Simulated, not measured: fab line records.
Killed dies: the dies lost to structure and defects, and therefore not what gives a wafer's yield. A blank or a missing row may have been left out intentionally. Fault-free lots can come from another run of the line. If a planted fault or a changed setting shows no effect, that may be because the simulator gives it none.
fab line records	flow rit_cmos
[record] lots = 15	wafers = 45	last_day = 7
route steps=202 shown SPACER@128 M1@202
lots that met no fault: from a run of the same line without faults
start_h: the number of hours between the record's first day and the start of the first shown wafer of the lot	wait_h: hours since the lot's step before	" unchanged from the row above	L1.1+2: several wafers, shown together as one row	- no value present, or no start provided	* or withheld: withheld	< > ~ a bound
route shown NAME@n: NAME is a module with steps in the file, n the number in the route of the first one	usual: the fault-free wafers' mean and standard deviation	same: alike in all rows	chamber/n: place in a boat	sites: per-site readings	_std_site: their standard deviation	_edge_site: the outer-site mean with the inner-site mean subtracted	radius_mm: for every site, how far away it sits from the centre of the wafer	mask NAME#n: copy n	behind: tool/chamber where the wafer was last shaped	hold: reason for holding the lot/hours on hold/outcome of the hold	device: transistor that didn't switch, given as n, p or np	end of line: at the end of the route, the tests of the same wafers	for a step that has no rows: nothing shown but its recipe	killed: dies that structure and defects cost at the first sort, which is not the same as the wafer's yield	map: dies across one wafer; x = killed, . = not, _ = none there
set.NAME: the setting as run; set.NAME@STEP: as run at that earlier step	model.NAME: the simulator's own value behind a step, which no gauge read
route steps across a sampled set of lots; one table per step, one row per wafer
services: when a tool's chamber went out of use (start_h, in hours from the record's first day, below 0 if earlier), for how many hours, and the reason
[[steps]]
[step RIT_SPACER_CVD_03]
[recipe] material = Si3N4	target_thk_nm = 250	temp_c = 810	precursor = SiH2Cl2/NH3	time_s = 3300	pressure_mtorr = 300	sih2cl2_flow_sccm = 60	nh3_flow_sccm = 150
[usual] nh3_flow_sccm = 150.0/0.49	pressure_mtorr = 300.0/0.56	sih2cl2_flow_sccm = 60.00/0.15
lot.wafer	tool	chamber	start_h	wait_h	nh3_flow_sccm	pressure_mtorr	sih2cl2_flow_sccm
L675.2	lpcvd-02	0	45.10	0.0	150.3	300.8	59.97
L675.3	"	0	"	"	149.9	300.9	60.02
L675.4	"	0	"	"	150.5	300.3	60.17
L680.1	lpcvd-01	1	69.30	0.0	149.6	300.0	60.19
L680.2	"	1	"	"	149.6	300.6	60.21
L680.6	"	1	"	"	150.1	300.7	60.33
L682.1	lpcvd-02	1	80.44	0.0	149.8	300.4	59.70
L682.3	"	1	"	"	150.0	300.4	60.10
L682.6	"	1	"	"	149.7	300.5	60.02
L683.1	lpcvd-01	1	85.45	0.0	150.5	299.9	60.02
L683.2	"	1	"	"	150.7	299.7	60.03
L683.4	"	1	"	"	150.3	299.6	60.06
L685.1	lpcvd-02	1	93.63	0.0	150.0	300.4	60.02
L685.3	"	1	"	"	149.3	300.5	59.93
L685.4	"	1	"	"	150.2	300.9	59.74
L686.4	lpcvd-02	0	99.92	0.0	149.4	300.9	60.16
L686.5	"	0	"	"	150.6	300.0	60.01
L686.6	"	0	"	"	150.0	300.5	60.02
L687.2	lpcvd-01	1	104.64	0.0	-	-	-
L687.3	"	1	"	"	-	-	-
L687.5	"	1	"	"	-	-	-
L688.2	lpcvd-02	0	110.44	0.0	-	-	-
L688.5	"	0	"	"	-	-	-
L688.6	"	0	"	"	-	-	-
L689.3	lpcvd-01	0	114.22	0.0	-	-	-
L689.4	"	0	"	"	-	-	-
L689.5	"	0	"	"	-	-	-
L691.2	lpcvd-02	1	123.45	0.0	149.8	300.1	60.25
L691.3	"	1	"	"	149.9	299.8	60.15
L691.6	"	1	"	"	150.1	300.1	59.94
L694.3	lpcvd-02	0	140.38	0.0	149.7	300.1	59.92
L694.4	"	0	"	"	149.5	299.4	60.07
L694.5	"	0	"	"	149.6	299.5	60.09
L695.1	lpcvd-01	0	147.03	0.0	149.8	299.1	59.94
L695.2	"	0	"	"	150.2	299.5	60.17
L695.6	"	0	"	"	149.6	300.5	59.98
L696.2	lpcvd-02	1	148.53	0.1	150.7	300.2	59.84
L696.4	"	1	"	"	150.1	299.1	60.22
L696.6	"	1	"	"	151.2	299.8	60.02
L697.3	lpcvd-01	1	154.47	0.0	150.2	300.0	60.01
L697.4	"	1	"	"	150.2	300.0	60.08
L697.5	"	1	"	"	150.1	299.4	60.03
L698.1	lpcvd-02	1	160.56	0.0	149.8	298.5	60.27
L698.2	"	1	"	"	149.5	298.8	60.19
L698.3	"	1	"	"	149.9	299.4	60.06
[step RIT_M1_PROBE_99]
[usual] defect_limited_yield = 97.5/1.2	killed_at_M0_to_M3 = 0.0/0.14	killed_at_contacts = 0.0/0.22	killed_at_front_end = 7/3	killed_dies = 7/3.1	killed_open = 3.4/2.1	killed_short = 3.2/1.9	sort_bin_3_pad_short = 0.1/0.25	sort_bin_5_function = 1.4/0.76	sort_bin_6_memory = 1.0/0.7	sort_n_pass = 257/3.1	sort_yield_pct = 97.5/1.2
[same] gross_dies = 264	killed_at_M4_up = 0	killed_at_back_side = 0	killed_at_other = 0
lot.wafer	tool	chamber	start_h	wait_h	defect_limited_yield[%]	killed_at_M0_to_M3	killed_at_contacts	killed_at_front_end	killed_dies	killed_open	killed_short	sort_bin_3_pad_short[%]	sort_bin_5_function[%]	sort_bin_6_memory[%]	sort_n_pass	sort_yield_pct[%]
L675.2	prober-01	-	58.50	0.1	98.1	0	0	5	5	1	4	0	1.9	0	259	98.1
L675.3	prober-01	-	58.55	0.2	95.1	0	0	13	13	5	8	0	3.0	1.9	251	95.1
L675.4	prober-01	-	58.60	0.2	96.6	0	0	9	9	5	4	0.8	1.9	0.8	255	96.6
L680.1	prober-01	-	82.12	0.1	98.1	0	0	5	5	2	3	0.4	0.8	0.8	259	98.1
L680.2	prober-01	-	82.17	0.1	97.7	0	0	6	6	2	4	0	0.4	1.9	258	97.7
L680.6	prober-01	-	82.37	0.2	97.3	0	0	7	7	4	3	0	1.5	1.1	257	97.3
L682.1	prober-01	-	93.52	0.1	96.2	0	1	9	10	5	5	0	2.3	1.5	254	96.2
L682.3	prober-01	-	93.62	0.2	98.1	0	0	5	5	1	4	0	1.1	0.8	259	98.1
L682.6	prober-01	-	93.77	0.2	98.1	0	0	5	5	4	1	0	1.5	0.4	259	98.1
L683.1	prober-02	-	99.56	0.1	98.5	0	0	4	4	3	1	0	1.1	0.4	260	98.5
L683.2	prober-02	-	99.61	0.1	97.3	0	0	7	7	4	3	0	1.5	1.1	257	97.3
L683.4	prober-02	-	99.71	0.2	97.7	0	0	6	6	2	4	0.4	1.1	0.8	258	97.7
L685.1	prober-02	-	107.02	0.1	98.9	0	0	3	3	1	2	0	0	1.1	261	98.9
L685.3	prober-02	-	107.12	0.2	97.7	0	0	6	6	4	2	0	1.5	0.8	258	97.7
L685.4	prober-02	-	107.17	0.2	98.1	0	0	5	5	2	3	0	1.1	0.8	259	98.1
L686.4	prober-01	-	115.12	0.2	96.2	0	0	10	10	4	6	0	2.7	1.1	254	96.2
L686.5	prober-01	-	115.17	0.2	96.6	0	0	9	9	3	6	0	1.5	1.9	255	96.6
L686.6	prober-01	-	115.22	0.2	95.8	0	0	11	11	8	3	0	3.0	1.1	253	95.8
L691.2	prober-02	-	137.84	0.1	98.1	0	0	5	5	2	3	0	1.1	0.8	259	98.1
L691.3	prober-02	-	137.89	0.2	96.2	0	0	10	10	3	7	0.8	2.3	0.8	254	96.2
L691.6	prober-02	-	138.04	0.2	98.5	0	0	4	4	2	2	0	1.1	0.4	260	98.5
L694.3	prober-01	-	153.39	0.2	98.9	0	0	3	3	1	2	0.4	0.8	0	261	98.9
L694.4	prober-01	-	153.44	0.2	98.1	0	0	5	5	1	4	0	1.1	0.8	259	98.1
L694.5	prober-01	-	153.49	0.2	98.1	0	0	5	5	4	1	0	1.5	0.4	259	98.1
L695.1	prober-02	-	159.83	0.1	96.6	0	0	9	9	5	4	0	2.3	1.1	255	96.6
L695.2	prober-02	-	159.88	0.1	95.5	0	0	12	12	6	6	0.4	3.0	1.1	252	95.5
L695.6	prober-02	-	160.08	0.2	95.5	0	0	12	12	4	8	0.8	2.7	1.1	252	95.5
L696.2	prober-01	-	161.97	0.1	99.2	0	0	2	2	0	2	0	0.8	0	262	99.2
L696.4	prober-01	-	162.07	0.2	98.5	0	0	4	4	2	2	0	0.8	0.8	260	98.5
L696.6	prober-01	-	162.17	0.2	97.0	0	0	8	8	4	4	0.4	1.1	1.5	256	97.0
L697.3	prober-02	-	168.77	0.2	95.8	0	0	11	11	6	5	0	3.8	0.4	253	95.8
L697.4	prober-02	-	168.82	0.2	98.1	1	0	4	5	3	2	0	1.1	0.8	259	98.1
L697.5	prober-02	-	168.87	0.2	98.1	0	1	4	5	3	2	0	0.8	1.1	259	98.1
L698.1	prober-01	-	175.09	0.1	97.7	0	0	6	6	3	3	0	0.8	1.5	258	97.7
L698.2	prober-01	-	175.14	0.1	98.5	0	0	4	4	1	3	0	1.1	0.4	260	98.5
L698.3	prober-01	-	175.19	0.2	98.9	0	0	3	3	2	1	0	1.1	0	261	98.9
// killed by level:class
L675.2 GATE:geometric_particle:short=3 GATE:geometric_particle:open=1 REOX:geometric_particle:short=1
L675.3 GATE:geometric_particle:open=4 SILICIDE:geometric_particle:short=3 REOX:geometric_particle:short=2 FOX1:geometric_particle:short=1 GATE:geometric_particle:short=1 SPACER:geometric_particle:short=1 SPACER:geometric_particle:open=1
L675.4 GATE:geometric_particle:open=3 FOX1:geometric_particle:open=2 FOX1:geometric_particle:short=2 GATE:geometric_particle:short=2
L680.1 FOX1:geometric_particle:short=2 GATE:geometric_particle:open=1 GATE:geometric_particle:short=1 SILICIDE:geometric_particle:open=1
L680.2 FOX2:geometric_particle:short=2 GATE:geometric_particle:short=2 GATE:geometric_particle:open=2
L680.6 GATE:geometric_particle:short=3 GATE:geometric_particle:open=2 FOX1:geometric_particle:open=1 SPACER:geometric_particle:open=1
L682.1 FOX1:geometric_particle:short=2 SPACER:geometric_particle:open=2 FOX1:geometric_particle:open=1 FOX2:geometric_particle:short=1 SPACER:geometric_particle:short=1 SILICIDE:geometric_particle:short=1 SILICIDE:geometric_particle:open=1 CONTACT:geometric_particle:open=1
L682.3 FOX1:geometric_particle:short=2 SILICIDE:geometric_particle:short=2 FOX2:geometric_particle:open=1
L682.6 REOX:geometric_particle:open=2 FOX1:geometric_particle:open=1 FOX2:geometric_particle:short=1 FOX2:geometric_particle:open=1
L683.1 GATE:geometric_particle:open=3 GATE:geometric_particle:short=1
L683.2 GATE:geometric_particle:open=4 GATE:geometric_particle:short=2 FOX1:geometric_particle:short=1
L683.4 REOX:geometric_particle:short=2 FOX1:geometric_particle:short=1 FOX1:geometric_particle:open=1 GATE:geometric_particle:open=1 SILICIDE:geometric_particle:short=1
L685.1 GATE:geometric_particle:short=1 GATE:geometric_particle:open=1 REOX:geometric_particle:short=1
L685.3 REOX:geometric_particle:open=2 GATE:geometric_particle:short=1 GATE:geometric_particle:open=1 REOX:geometric_particle:short=1 SILICIDE:geometric_particle:open=1
L685.4 GATE:geometric_particle:open=2 SILICIDE:geometric_particle:short=2 GATE:geometric_particle:short=1
L686.4 FOX1:geometric_particle:short=2 GATE:geometric_particle:open=2 GATE:geometric_particle:short=2 FOX2:geometric_particle:open=1 REOX:geometric_particle:open=1 REOX:geometric_particle:short=1 SILICIDE:geometric_particle:short=1
L686.5 FOX1:geometric_particle:short=3 FOX1:geometric_particle:open=2 GATE:geometric_particle:short=2 GATE:geometric_particle:open=1 SPACER:geometric_particle:short=1
L686.6 GATE:geometric_particle:open=4 FOX1:geometric_particle:open=2 FOX1:geometric_particle:short=1 FOX2:geometric_particle:short=1 FOX2:geometric_particle:open=1 GATE:geometric_particle:short=1 REOX:geometric_particle:open=1
L691.2 FOX1:geometric_particle:short=1 GATE:geometric_particle:open=1 GATE:geometric_particle:short=1 REOX:geometric_particle:open=1 SPACER:geometric_particle:short=1
L691.3 GATE:geometric_particle:short=4 FOX2:geometric_particle:short=2 REOX:geometric_particle:open=1 SPACER:geometric_particle:short=1 SPACER:geometric_particle:open=1 SILICIDE:geometric_particle:open=1
L691.6 FOX1:geometric_particle:short=1 GATE:geometric_particle:short=1 REOX:geometric_particle:open=1 SPACER:geometric_particle:open=1
L694.3 FOX1:geometric_particle:short=1 FOX1:geometric_particle:open=1 GATE:geometric_particle:short=1
L694.4 SPACER:geometric_particle:short=2 GATE:geometric_particle:short=1 REOX:geometric_particle:short=1 SPACER:geometric_particle:open=1
L694.5 GATE:geometric_particle:open=2 FOX1:geometric_particle:open=1 REOX:geometric_particle:open=1 SILICIDE:geometric_particle:short=1
L695.1 REOX:geometric_particle:short=2 FOX1:geometric_particle:short=1 FOX1:geometric_particle:open=1 FOX2:geometric_particle:open=1 GATE:geometric_particle:open=1 REOX:geometric_particle:open=1 SPACER:geometric_particle:open=1 SILICIDE:geometric_particle:short=1
L695.2 FOX2:geometric_particle:open=2 GATE:geometric_particle:open=2 REOX:geometric_particle:short=2 SPACER:geometric_particle:short=2 SILICIDE:geometric_particle:short=2 REOX:geometric_particle:open=1 SPACER:geometric_particle:open=1
L695.6 GATE:geometric_particle:short=3 REOX:geometric_particle:open=2 REOX:geometric_particle:short=2 FOX1:geometric_particle:short=1 FOX2:geometric_particle:short=1 FOX2:geometric_particle:open=1 SPACER:geometric_particle:short=1 SILICIDE:geometric_particle:open=1
L696.2 FOX1:geometric_particle:short=1 GATE:geometric_particle:short=1
L696.4 GATE:geometric_particle:short=2 FOX1:geometric_particle:open=1 GATE:geometric_particle:open=1
L696.6 GATE:geometric_particle:open=2 GATE:geometric_particle:short=2 FOX1:geometric_particle:open=1 SPACER:geometric_particle:open=1 SPACER:geometric_particle:short=1 SILICIDE:geometric_particle:short=1
L697.3 SILICIDE:geometric_particle:open=4 SILICIDE:geometric_particle:short=2 FOX1:geometric_particle:open=1 GATE:geometric_particle:short=1 REOX:geometric_particle:short=1 SPACER:geometric_particle:open=1 SPACER:geometric_particle:short=1
L697.4 GATE:geometric_particle:open=2 FOX2:geometric_particle:open=1 GATE:geometric_particle:short=1 M1:geometric_particle:short=1
L697.5 FOX1:geometric_particle:short=1 GATE:geometric_particle:open=1 SPACER:geometric_particle:open=1 SILICIDE:geometric_particle:short=1 CONTACT:geometric_particle:open=1
L698.1 SILICIDE:geometric_particle:open=2 FOX1:geometric_particle:short=1 GATE:geometric_particle:short=1 REOX:geometric_particle:open=1 SILICIDE:geometric_particle:short=1
L698.2 FOX2:geometric_particle:short=1 GATE:geometric_particle:short=1 REOX:geometric_particle:short=1 SILICIDE:geometric_particle:open=1
L698.3 GATE:geometric_particle:open=2 GATE:geometric_particle:short=1
[[services]]
tool	chamber	start_h	hours	kind
lpcvd-01	-	36.96	0.8	repair
[[key]]
[first_sign] step = RIT_SPACER_CVD_03	reading = tool_record	direction = missing
effect none on later readings
met_at RIT_SPACER_CVD_03
struck_lots L687,L688,L689
scrapped_behind RIT_SPACER_THK_MEAS_04 L687.2,L687.3,L687.5,L688.2,L688.5,L688.6,L689.3,L689.4,L689.5
onset_between 99.92 104.64
[fault] kind = skipped_step_whole	tool = lpcvd-01,lpcvd-02	chamber = -	onset_h = 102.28	steps = RIT_SPACER_CVD_03	scope = struck_lots_only
